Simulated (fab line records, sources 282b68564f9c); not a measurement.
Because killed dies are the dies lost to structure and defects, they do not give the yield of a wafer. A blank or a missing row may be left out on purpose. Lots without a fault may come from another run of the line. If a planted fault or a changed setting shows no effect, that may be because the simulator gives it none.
fab line records / flow rit_cmos
[record] lots = 6 wafers = 18 last_day = 7
route steps=202 shown FOX2@25 NWELL@28 PWELL@39 WELLDRIVE@50
lots untouched by any fault: they come from a run of this same line in which no faults occurred
start_h: hours from the record's first day to the start of the lot's first wafer shown / wait_h: time in hours since the lot's previous step / " identical to the entry in the row above / L1.1+2: a single row standing in for several wafers / - no value present, or no start provided / * or withheld: withheld / < > ~ a bound
route shown NAME@n: a module of which the file shows steps, and the number in the route of the first / usual: mean and standard deviation over wafers with no fault / same: alike in all rows / chamber/n: place in a boat / sites: readings site by site / _std_site: standard deviation across them / _edge_site: mean of outer sites minus mean of inner sites / radius_mm: for every site, how far away it sits from the centre of the wafer / mask NAME#n: copy n / behind: the most recent tool/chamber to have shaped the wafer / hold: why the lot went on hold/how many hours it stayed there/how the hold came to an end / device: the transistor (n, p or np) that didn't switch / end of line: tests run on the same wafers once the route is complete / a step given without rows: its recipe and nothing more / killed: dies lost to structure and defects at the first sort, not the wafer's yield / map: shows each die of a wafer: x if killed, . if not, _ if none is there
set.NAME: the setting the step ran with; set.NAME@STEP: the setting that earlier step ran with / model.NAME: the simulator's own value behind a step, which no gauge read
a table for each step, a row for each wafer; lots at some steps of the route
services: a tool's chamber out of use, with start hour (start_h, from the record's first day; less than 0 if before it), hours out, and reason
[[steps]]
[step RIT_FOX2_CLEAN_02]
[recipe] chemistry = dHF dilution = 50:1 time_s = 180
[step RIT_FOX2_WET_ETCH_03]
[recipe] chemistry = H3PO4 target = Si3N4 target_depth_nm = 195 temp_c = 165 time_s = 2700
[step RIT_FOX2_THK_MEAS_90]
[recipe] reads = SiO2_of_FOX2_OXIDATION_00
[usual] FIELD_OXIDE_LEFT_1_THK = 315/6
lot.wafer=L973.2 tool=film_metro-04 chamber=- start_h=50.46 wait_h=0.0 FIELD_OXIDE_LEFT_1_THK[nm]=317
lot.wafer=L973.4 tool=film_metro-04 chamber=- start_h=50.46 wait_h=0.0 FIELD_OXIDE_LEFT_1_THK[nm]=320
lot.wafer=L973.6 tool=film_metro-04 chamber=- start_h=50.46 wait_h=0.0 FIELD_OXIDE_LEFT_1_THK[nm]=320
lot.wafer=L984.1 tool=film_metro-03 chamber=- start_h=104.20 wait_h=0.0 FIELD_OXIDE_LEFT_1_THK[nm]=325
lot.wafer=L984.2 tool=film_metro-03 chamber=- start_h=104.20 wait_h=0.0 FIELD_OXIDE_LEFT_1_THK[nm]=319
lot.wafer=L984.6 tool=film_metro-03 chamber=- start_h=104.20 wait_h=0.0 FIELD_OXIDE_LEFT_1_THK[nm]=320
lot.wafer=L985.4 tool=film_metro-04 chamber=- start_h=114.28 wait_h=0.0 FIELD_OXIDE_LEFT_1_THK[nm]=316
lot.wafer=L985.5 tool=film_metro-04 chamber=- start_h=114.28 wait_h=0.0 FIELD_OXIDE_LEFT_1_THK[nm]=319
lot.wafer=L985.6 tool=film_metro-04 chamber=- start_h=114.28 wait_h=0.0 FIELD_OXIDE_LEFT_1_THK[nm]=323
lot.wafer=L987.1 tool=film_metro-03 chamber=- start_h=119.31 wait_h=0.0 FIELD_OXIDE_LEFT_1_THK[nm]=319
lot.wafer=L987.4 tool=film_metro-03 chamber=- start_h=119.31 wait_h=0.0 FIELD_OXIDE_LEFT_1_THK[nm]=315
lot.wafer=L987.6 tool=film_metro-03 chamber=- start_h=119.31 wait_h=0.0 FIELD_OXIDE_LEFT_1_THK[nm]=315
lot.wafer=L989.1 tool=film_metro-04 chamber=- start_h=129.43 wait_h=0.0 FIELD_OXIDE_LEFT_1_THK[nm]=317
lot.wafer=L989.4 tool=film_metro-04 chamber=- start_h=129.43 wait_h=0.0 FIELD_OXIDE_LEFT_1_THK[nm]=320
lot.wafer=L989.5 tool=film_metro-04 chamber=- start_h=129.43 wait_h=0.0 FIELD_OXIDE_LEFT_1_THK[nm]=312
lot.wafer=L990.1 tool=film_metro-04 chamber=- start_h=134.50 wait_h=0.0 FIELD_OXIDE_LEFT_1_THK[nm]=315
lot.wafer=L990.3 tool=film_metro-04 chamber=- start_h=134.50 wait_h=0.0 FIELD_OXIDE_LEFT_1_THK[nm]=314
lot.wafer=L990.5 tool=film_metro-04 chamber=- start_h=134.50 wait_h=0.0 FIELD_OXIDE_LEFT_1_THK[nm]=314
[step RIT_NWELL_HMDS_00]
[recipe] prime_time_s = 60 prime_temp_c = 140
[step RIT_NWELL_COAT_01]
[recipe] resist = NOVOLAK spin_rpm = 2000 resist_thk_nm = 1300
[step RIT_NWELL_SOFTBAKE_02]
[recipe] resist = NOVOLAK temp_c = 90 time_s = 58.1
[step RIT_NWELL_EXPOSE_03]
[recipe] mask_id = M2 na = 0.57 target_cd_nm = 43900 dose_mj = 250
[step RIT_NWELL_PEB_04]
[recipe] resist = NOVOLAK temp_c = withheld time_s = withheld
[step RIT_NWELL_DEVELOP_05]
[recipe] resist = NOVOLAK develop_time_s = 68 dev_temp_c = 23
[step RIT_NWELL_OVL_MEAS_06]
[usual] NWELL_OVL = -0.4/1.4
lot.wafer=L973.2 tool=overlay-01 chamber=- start_h=51.52 wait_h=- NWELL_OVL[nm]=2.1
lot.wafer=L973.4 tool=overlay-01 chamber=- start_h=51.52 wait_h=- NWELL_OVL[nm]=1.6
lot.wafer=L973.6 tool=overlay-01 chamber=- start_h=51.52 wait_h=- NWELL_OVL[nm]=1.9
lot.wafer=L984.1 tool=overlay-01 chamber=- start_h=105.14 wait_h=- NWELL_OVL[nm]=1.1
lot.wafer=L984.2 tool=overlay-01 chamber=- start_h=105.14 wait_h=- NWELL_OVL[nm]=1.6
lot.wafer=L984.6 tool=overlay-01 chamber=- start_h=105.14 wait_h=- NWELL_OVL[nm]=2.1
lot.wafer=L985.4 tool=overlay-01 chamber=- start_h=115.31 wait_h=- NWELL_OVL[nm]=0.6
lot.wafer=L985.5 tool=overlay-01 chamber=- start_h=115.31 wait_h=- NWELL_OVL[nm]=-1.2
lot.wafer=L985.6 tool=overlay-01 chamber=- start_h=115.31 wait_h=- NWELL_OVL[nm]=-0.1
lot.wafer=L987.1 tool=overlay-02 chamber=- start_h=120.35 wait_h=- NWELL_OVL[nm]=1.5
lot.wafer=L987.4 tool=overlay-02 chamber=- start_h=120.35 wait_h=- NWELL_OVL[nm]=-0.6
lot.wafer=L987.6 tool=overlay-02 chamber=- start_h=120.35 wait_h=- NWELL_OVL[nm]=0.8
lot.wafer=L989.1 tool=overlay-02 chamber=- start_h=130.72 wait_h=- NWELL_OVL[nm]=-1.4
lot.wafer=L989.4 tool=overlay-02 chamber=- start_h=130.72 wait_h=- NWELL_OVL[nm]=-1.9
lot.wafer=L989.5 tool=overlay-02 chamber=- start_h=130.72 wait_h=- NWELL_OVL[nm]=-0.5
lot.wafer=L990.1 tool=overlay-01 chamber=- start_h=135.66 wait_h=- NWELL_OVL[nm]=0.4
lot.wafer=L990.3 tool=overlay-01 chamber=- start_h=135.66 wait_h=- NWELL_OVL[nm]=-1.2
lot.wafer=L990.5 tool=overlay-01 chamber=- start_h=135.66 wait_h=- NWELL_OVL[nm]=0.2
[step RIT_NWELL_HARDBAKE_07]
[recipe] resist = NOVOLAK temp_c = 140 time_s = 120
[step RIT_NWELL_IMPLANT_08]
[recipe] species = P energy_kev = 170 dose_cm2 = 5e+13 tilt_deg = 7
[step RIT_NWELL_STRIP_09]
[recipe] chemistry = O2 time_s = 180 resist = NOVOLAK platen_temp_c = withheld power_w = 500 pressure_mtorr = 4000 o2_flow_sccm = 4000
[usual] chamber_pressure_mTorr = 4000/3.5 drypump_motor_current_A = 5.4/0.38
lot.wafer=L973.2 tool=plasma_asher-03 chamber=1 start_h=51.95 wait_h=0.1 chamber_pressure_mTorr=4001 drypump_motor_current_A=5.7 rf_hours_counter_h=41 model.NOVOLAK_of_NWELL_COAT_01.thk_nm=0
lot.wafer=L973.4 tool=plasma_asher-03 chamber=1 start_h=51.95 wait_h=0.1 chamber_pressure_mTorr=4000 drypump_motor_current_A=5.7 rf_hours_counter_h=- model.NOVOLAK_of_NWELL_COAT_01.thk_nm=0
lot.wafer=L973.6 tool=plasma_asher-03 chamber=0 start_h=51.95 wait_h=0.1 chamber_pressure_mTorr=3996 drypump_motor_current_A=4.8 rf_hours_counter_h=- model.NOVOLAK_of_NWELL_COAT_01.thk_nm=0
lot.wafer=L984.1 tool=plasma_asher-02 chamber=1 start_h=105.58 wait_h=0.1 chamber_pressure_mTorr=- drypump_motor_current_A=- rf_hours_counter_h=- model.NOVOLAK_of_NWELL_COAT_01.thk_nm=1138
lot.wafer=L984.2 tool=plasma_asher-02 chamber=0 start_h=105.58 wait_h=0.1 chamber_pressure_mTorr=- drypump_motor_current_A=- rf_hours_counter_h=- model.NOVOLAK_of_NWELL_COAT_01.thk_nm=1138
lot.wafer=L984.6 tool=plasma_asher-02 chamber=1 start_h=105.58 wait_h=0.1 chamber_pressure_mTorr=- drypump_motor_current_A=- rf_hours_counter_h=- model.NOVOLAK_of_NWELL_COAT_01.thk_nm=1134
lot.wafer=L985.4 tool=plasma_asher-02 chamber=1 start_h=115.79 wait_h=0.1 chamber_pressure_mTorr=- drypump_motor_current_A=- rf_hours_counter_h=- model.NOVOLAK_of_NWELL_COAT_01.thk_nm=1139
lot.wafer=L985.5 tool=plasma_asher-02 chamber=1 start_h=115.79 wait_h=0.1 chamber_pressure_mTorr=- drypump_motor_current_A=- rf_hours_counter_h=- model.NOVOLAK_of_NWELL_COAT_01.thk_nm=1134
lot.wafer=L985.6 tool=plasma_asher-02 chamber=0 start_h=115.79 wait_h=0.1 chamber_pressure_mTorr=- drypump_motor_current_A=- rf_hours_counter_h=- model.NOVOLAK_of_NWELL_COAT_01.thk_nm=1137
lot.wafer=L987.1 tool=plasma_asher-03 chamber=0 start_h=120.79 wait_h=0.1 chamber_pressure_mTorr=4002 drypump_motor_current_A=4.8 rf_hours_counter_h=49 model.NOVOLAK_of_NWELL_COAT_01.thk_nm=0
lot.wafer=L987.4 tool=plasma_asher-03 chamber=0 start_h=120.79 wait_h=0.1 chamber_pressure_mTorr=4003 drypump_motor_current_A=4.8 rf_hours_counter_h=- model.NOVOLAK_of_NWELL_COAT_01.thk_nm=0
lot.wafer=L987.6 tool=plasma_asher-03 chamber=0 start_h=120.79 wait_h=0.1 chamber_pressure_mTorr=4002 drypump_motor_current_A=4.8 rf_hours_counter_h=- model.NOVOLAK_of_NWELL_COAT_01.thk_nm=0
lot.wafer=L989.1 tool=plasma_asher-01 chamber=1 start_h=131.15 wait_h=0.1 chamber_pressure_mTorr=4001 drypump_motor_current_A=5.9 rf_hours_counter_h=33 model.NOVOLAK_of_NWELL_COAT_01.thk_nm=0
lot.wafer=L989.4 tool=plasma_asher-01 chamber=1 start_h=131.15 wait_h=0.1 chamber_pressure_mTorr=3998 drypump_motor_current_A=5.9 rf_hours_counter_h=- model.NOVOLAK_of_NWELL_COAT_01.thk_nm=0
lot.wafer=L989.5 tool=plasma_asher-01 chamber=0 start_h=131.15 wait_h=0.1 chamber_pressure_mTorr=4004 drypump_motor_current_A=4.8 rf_hours_counter_h=- model.NOVOLAK_of_NWELL_COAT_01.thk_nm=0
lot.wafer=L990.1 tool=plasma_asher-02 chamber=0 start_h=136.10 wait_h=0.1 chamber_pressure_mTorr=3999 drypump_motor_current_A=5.3 rf_hours_counter_h=51 model.NOVOLAK_of_NWELL_COAT_01.thk_nm=0
lot.wafer=L990.3 tool=plasma_asher-02 chamber=1 start_h=136.10 wait_h=0.1 chamber_pressure_mTorr=4002 drypump_motor_current_A=5.7 rf_hours_counter_h=- model.NOVOLAK_of_NWELL_COAT_01.thk_nm=0
lot.wafer=L990.5 tool=plasma_asher-02 chamber=1 start_h=136.10 wait_h=0.1 chamber_pressure_mTorr=3995 drypump_motor_current_A=5.7 rf_hours_counter_h=- model.NOVOLAK_of_NWELL_COAT_01.thk_nm=0
[step RIT_NWELL_TW_MEAS_10]
[usual] NWELL_TW = 2135/17
lot.wafer=L973.2 tool=film_metro-04 chamber=- start_h=52.14 wait_h=0.1 NWELL_TW=2135
lot.wafer=L973.4 tool=film_metro-04 chamber=- start_h=52.14 wait_h=0.1 NWELL_TW=2142
lot.wafer=L973.6 tool=film_metro-04 chamber=- start_h=52.14 wait_h=0.1 NWELL_TW=2131
lot.wafer=L984.1 tool=film_metro-01 chamber=- start_h=105.75 wait_h=0.1 NWELL_TW=2152
lot.wafer=L984.2 tool=film_metro-01 chamber=- start_h=105.75 wait_h=0.1 NWELL_TW=2162
lot.wafer=L984.6 tool=film_metro-01 chamber=- start_h=105.75 wait_h=0.1 NWELL_TW=2153
lot.wafer=L985.4 tool=film_metro-04 chamber=- start_h=115.94 wait_h=0.1 NWELL_TW=2135
lot.wafer=L985.5 tool=film_metro-04 chamber=- start_h=115.94 wait_h=0.1 NWELL_TW=2134
lot.wafer=L985.6 tool=film_metro-04 chamber=- start_h=115.94 wait_h=0.1 NWELL_TW=2131
lot.wafer=L987.1 tool=film_metro-04 chamber=- start_h=120.96 wait_h=0.1 NWELL_TW=2132
lot.wafer=L987.4 tool=film_metro-04 chamber=- start_h=120.96 wait_h=0.1 NWELL_TW=2136
lot.wafer=L987.6 tool=film_metro-04 chamber=- start_h=120.96 wait_h=0.1 NWELL_TW=2112
lot.wafer=L989.1 tool=film_metro-01 chamber=- start_h=131.33 wait_h=0.1 NWELL_TW=2141
lot.wafer=L989.4 tool=film_metro-01 chamber=- start_h=131.33 wait_h=0.1 NWELL_TW=2163
lot.wafer=L989.5 tool=film_metro-01 chamber=- start_h=131.33 wait_h=0.1 NWELL_TW=2146
lot.wafer=L990.1 tool=film_metro-01 chamber=- start_h=136.27 wait_h=0.1 NWELL_TW=2139
lot.wafer=L990.3 tool=film_metro-01 chamber=- start_h=136.27 wait_h=0.1 NWELL_TW=2147
lot.wafer=L990.5 tool=film_metro-01 chamber=- start_h=136.27 wait_h=0.1 NWELL_TW=2148
[step RIT_PWELL_HMDS_00]
[recipe] prime_time_s = 60 prime_temp_c = 140
[step RIT_PWELL_COAT_01]
[recipe] resist = NOVOLAK spin_rpm = 2000 resist_thk_nm = 1300
[step RIT_PWELL_SOFTBAKE_02]
[recipe] resist = NOVOLAK temp_c = 90 time_s = 60
[step RIT_PWELL_EXPOSE_03]
[recipe] mask_id = M3 na = 0.57 target_cd_nm = 43700 dose_mj = 250
[step RIT_PWELL_PEB_04]
[recipe] resist = NOVOLAK temp_c = withheld time_s = withheld
[step RIT_PWELL_DEVELOP_05]
[recipe] resist = NOVOLAK develop_time_s = 68 dev_temp_c = 23
[step RIT_PWELL_OVL_MEAS_06]
[usual] PWELL_OVL = 0.1/1.5
lot.wafer=L973.2 tool=overlay-01 chamber=- start_h=53.38 wait_h=- PWELL_OVL[nm]=-1.5
lot.wafer=L973.4 tool=overlay-01 chamber=- start_h=53.38 wait_h=- PWELL_OVL[nm]=-0.6
lot.wafer=L973.6 tool=overlay-01 chamber=- start_h=53.38 wait_h=- PWELL_OVL[nm]=-0.4
lot.wafer=L984.1 tool=overlay-02 chamber=- start_h=106.69 wait_h=- PWELL_OVL[nm]=-0.3
lot.wafer=L984.2 tool=overlay-02 chamber=- start_h=106.69 wait_h=- PWELL_OVL[nm]=1.1
lot.wafer=L984.6 tool=overlay-02 chamber=- start_h=106.69 wait_h=- PWELL_OVL[nm]=1.6
lot.wafer=L985.4 tool=overlay-01 chamber=- start_h=116.99 wait_h=- PWELL_OVL[nm]=-1.6
lot.wafer=L985.5 tool=overlay-01 chamber=- start_h=116.99 wait_h=- PWELL_OVL[nm]=-2.9
lot.wafer=L985.6 tool=overlay-01 chamber=- start_h=116.99 wait_h=- PWELL_OVL[nm]=-2.5
lot.wafer=L987.1 tool=overlay-01 chamber=- start_h=122.03 wait_h=- PWELL_OVL[nm]=-0.8
lot.wafer=L987.4 tool=overlay-01 chamber=- start_h=122.03 wait_h=- PWELL_OVL[nm]=0.4
lot.wafer=L987.6 tool=overlay-01 chamber=- start_h=122.03 wait_h=- PWELL_OVL[nm]=-0.8
lot.wafer=L989.1 tool=overlay-01 chamber=- start_h=132.27 wait_h=- PWELL_OVL[nm]=-0.2
lot.wafer=L989.4 tool=overlay-01 chamber=- start_h=132.27 wait_h=- PWELL_OVL[nm]=-1.1
lot.wafer=L989.5 tool=overlay-01 chamber=- start_h=132.27 wait_h=- PWELL_OVL[nm]=0.9
lot.wafer=L990.1 tool=overlay-01 chamber=- start_h=137.21 wait_h=- PWELL_OVL[nm]=1.3
lot.wafer=L990.3 tool=overlay-01 chamber=- start_h=137.21 wait_h=- PWELL_OVL[nm]=-0.6
lot.wafer=L990.5 tool=overlay-01 chamber=- start_h=137.21 wait_h=- PWELL_OVL[nm]=0.2
[step RIT_PWELL_HARDBAKE_07]
[recipe] resist = NOVOLAK temp_c = 140 time_s = 120
[step RIT_PWELL_IMPLANT_08]
[recipe] species = B energy_kev = 168.6 dose_cm2 = 7e+13 tilt_deg = 7
[step RIT_PWELL_STRIP_09]
[recipe] chemistry = O2 time_s = 180 resist = NOVOLAK platen_temp_c = withheld power_w = 500 pressure_mtorr = 4000 o2_flow_sccm = 4000
[usual] chamber_pressure_mTorr = 3999/3.4 drypump_motor_current_A = 5.5/0.36
lot.wafer=L973.2 tool=plasma_asher-04 chamber=1 start_h=53.81 wait_h=0.1 chamber_pressure_mTorr=3995 drypump_motor_current_A=5.5 rf_hours_counter_h=42
lot.wafer=L973.4 tool=plasma_asher-04 chamber=0 start_h=53.81 wait_h=0.1 chamber_pressure_mTorr=3999 drypump_motor_current_A=5.7 rf_hours_counter_h=-
lot.wafer=L973.6 tool=plasma_asher-04 chamber=0 start_h=53.81 wait_h=0.1 chamber_pressure_mTorr=3996 drypump_motor_current_A=5.8 rf_hours_counter_h=-
lot.wafer=L984.1 tool=plasma_asher-03 chamber=1 start_h=107.13 wait_h=0.1 chamber_pressure_mTorr=3999 drypump_motor_current_A=5.7 rf_hours_counter_h=47
lot.wafer=L984.2 tool=plasma_asher-03 chamber=0 start_h=107.13 wait_h=0.1 chamber_pressure_mTorr=4004 drypump_motor_current_A=4.8 rf_hours_counter_h=47
lot.wafer=L984.6 tool=plasma_asher-03 chamber=1 start_h=107.13 wait_h=0.1 chamber_pressure_mTorr=3999 drypump_motor_current_A=5.8 rf_hours_counter_h=-
lot.wafer=L985.4 tool=plasma_asher-02 chamber=1 start_h=117.67 wait_h=0.1 chamber_pressure_mTorr=4002 drypump_motor_current_A=5.7 rf_hours_counter_h=-
lot.wafer=L985.5 tool=plasma_asher-02 chamber=1 start_h=117.67 wait_h=0.1 chamber_pressure_mTorr=4000 drypump_motor_current_A=5.8 rf_hours_counter_h=-
lot.wafer=L985.6 tool=plasma_asher-02 chamber=0 start_h=117.67 wait_h=0.1 chamber_pressure_mTorr=4002 drypump_motor_current_A=5.3 rf_hours_counter_h=-
lot.wafer=L987.1 tool=plasma_asher-04 chamber=1 start_h=122.46 wait_h=0.1 chamber_pressure_mTorr=4002 drypump_motor_current_A=5.5 rf_hours_counter_h=1
lot.wafer=L987.4 tool=plasma_asher-04 chamber=1 start_h=122.46 wait_h=0.1 chamber_pressure_mTorr=3994 drypump_motor_current_A=5.5 rf_hours_counter_h=-
lot.wafer=L987.6 tool=plasma_asher-04 chamber=0 start_h=122.46 wait_h=0.1 chamber_pressure_mTorr=4001 drypump_motor_current_A=5.8 rf_hours_counter_h=-
lot.wafer=L989.1 tool=plasma_asher-02 chamber=0 start_h=132.71 wait_h=0.1 chamber_pressure_mTorr=3992 drypump_motor_current_A=5.3 rf_hours_counter_h=51
lot.wafer=L989.4 tool=plasma_asher-02 chamber=0 start_h=132.71 wait_h=0.1 chamber_pressure_mTorr=4006 drypump_motor_current_A=5.3 rf_hours_counter_h=-
lot.wafer=L989.5 tool=plasma_asher-02 chamber=1 start_h=132.71 wait_h=0.1 chamber_pressure_mTorr=3998 drypump_motor_current_A=5.7 rf_hours_counter_h=-
lot.wafer=L990.1 tool=plasma_asher-04 chamber=1 start_h=137.65 wait_h=0.1 chamber_pressure_mTorr=3997 drypump_motor_current_A=5.5 rf_hours_counter_h=2
lot.wafer=L990.3 tool=plasma_asher-04 chamber=0 start_h=137.65 wait_h=0.1 chamber_pressure_mTorr=4004 drypump_motor_current_A=5.8 rf_hours_counter_h=-
lot.wafer=L990.5 tool=plasma_asher-04 chamber=0 start_h=137.65 wait_h=0.1 chamber_pressure_mTorr=4001 drypump_motor_current_A=5.8 rf_hours_counter_h=-
[step RIT_PWELL_TW_MEAS_10]
[usual] PWELL_TW = 946/8.9
lot.wafer=L973.2 tool=film_metro-03 chamber=- start_h=53.99 wait_h=0.1 PWELL_TW=936
lot.wafer=L973.4 tool=film_metro-03 chamber=- start_h=53.99 wait_h=0.1 PWELL_TW=933
lot.wafer=L973.6 tool=film_metro-03 chamber=- start_h=53.99 wait_h=0.1 PWELL_TW=931
lot.wafer=L984.1 tool=film_metro-04 chamber=- start_h=107.30 wait_h=0.1 PWELL_TW=30
lot.wafer=L984.2 tool=film_metro-04 chamber=- start_h=107.30 wait_h=0.1 PWELL_TW=30
lot.wafer=L984.6 tool=film_metro-04 chamber=- start_h=107.30 wait_h=0.1 PWELL_TW=30
lot.wafer=L985.4 tool=film_metro-04 chamber=- start_h=117.82 wait_h=0.1 PWELL_TW=30
lot.wafer=L985.5 tool=film_metro-04 chamber=- start_h=117.82 wait_h=0.1 PWELL_TW=30
lot.wafer=L985.6 tool=film_metro-04 chamber=- start_h=117.82 wait_h=0.1 PWELL_TW=30
lot.wafer=L987.1 tool=film_metro-01 chamber=- start_h=122.64 wait_h=0.1 PWELL_TW=948
lot.wafer=L987.4 tool=film_metro-01 chamber=- start_h=122.64 wait_h=0.1 PWELL_TW=951
lot.wafer=L987.6 tool=film_metro-01 chamber=- start_h=122.64 wait_h=0.1 PWELL_TW=946
lot.wafer=L989.1 tool=film_metro-04 chamber=- start_h=132.88 wait_h=0.1 PWELL_TW=946
lot.wafer=L989.4 tool=film_metro-04 chamber=- start_h=132.88 wait_h=0.1 PWELL_TW=950
lot.wafer=L989.5 tool=film_metro-04 chamber=- start_h=132.88 wait_h=0.1 PWELL_TW=950
lot.wafer=L990.1 tool=film_metro-03 chamber=- start_h=137.83 wait_h=0.1 PWELL_TW=940
lot.wafer=L990.3 tool=film_metro-03 chamber=- start_h=137.83 wait_h=0.1 PWELL_TW=938
lot.wafer=L990.5 tool=film_metro-03 chamber=- start_h=137.83 wait_h=0.1 PWELL_TW=936
[step RIT_WELLDRIVE_ANNEAL_00]
[recipe] temp_c = 1100 time_s = 14700 ambient = N2
[[services]]
tool=plasma_asher-04 chamber=- start_h=54.47 hours=2.2 kind=repair
tool=plasma_asher-01 chamber=- start_h=70.32 hours=15.6 kind=pm
tool=plasma_asher-04 chamber=- start_h=108.75 hours=9.0 kind=pm
tool=plasma_asher-04 chamber=0 start_h=108.75 hours=9.0 kind=vent_cycle
tool=plasma_asher-04 chamber=1 start_h=108.75 hours=9.0 kind=vent_cycle
tool=plasma_asher-04 chamber=0 start_h=117.75 hours=- kind=clean
tool=plasma_asher-04 chamber=1 start_h=117.75 hours=- kind=clean
tool=plasma_asher-02 chamber=- start_h=122.05 hours=2.1 kind=repair
[[key]]
[first_sign] step = RIT_NWELL_STRIP_09 reading = tool_record direction = missing
[effect] step = RIT_PWELL_TW_MEAS_10 reading = PWELL_TW direction = down sigmas = 99+ usual = 946 struck = 30
[model_effect] step = RIT_NWELL_STRIP_09 value = NOVOLAK_of_NWELL_COAT_01.thk_nm without = 0 struck = 1137
met_at RIT_NWELL_STRIP_09
struck_wafers L984.1,L984.2,L984.6,L985.4,L985.5,L985.6
later_rows_left_out L984.1,L984.2,L984.6,L985.4,L985.5,L985.6
sort_left_out L984.1,L984.2,L984.6,L985.4,L985.5,L985.6
tester_left_out L984,L985
[fault] kind = skipped_step_whole tool = plasma_asher-02 chamber = - onset_h = 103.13 steps = RIT_NWELL_STRIP_09 scope = struck_lots_only
// tester_left_out: of these lots the tester's yield and bins aren't shown, on N5 and GAA mostly nor the transistor test; their killed dies are dies lost to structure and defects alone, not to doping, threshold or leakage, so they don't give the yield
// sort_left_out: the simulated sort isn't trusted on such a fault, so these wafers' sort isn't shown, and their yield isn't known
// later_rows_left_out: the simulator's readings of these wafers behind a module that went badly wrong aren't trusted and aren't shown, but for the sort
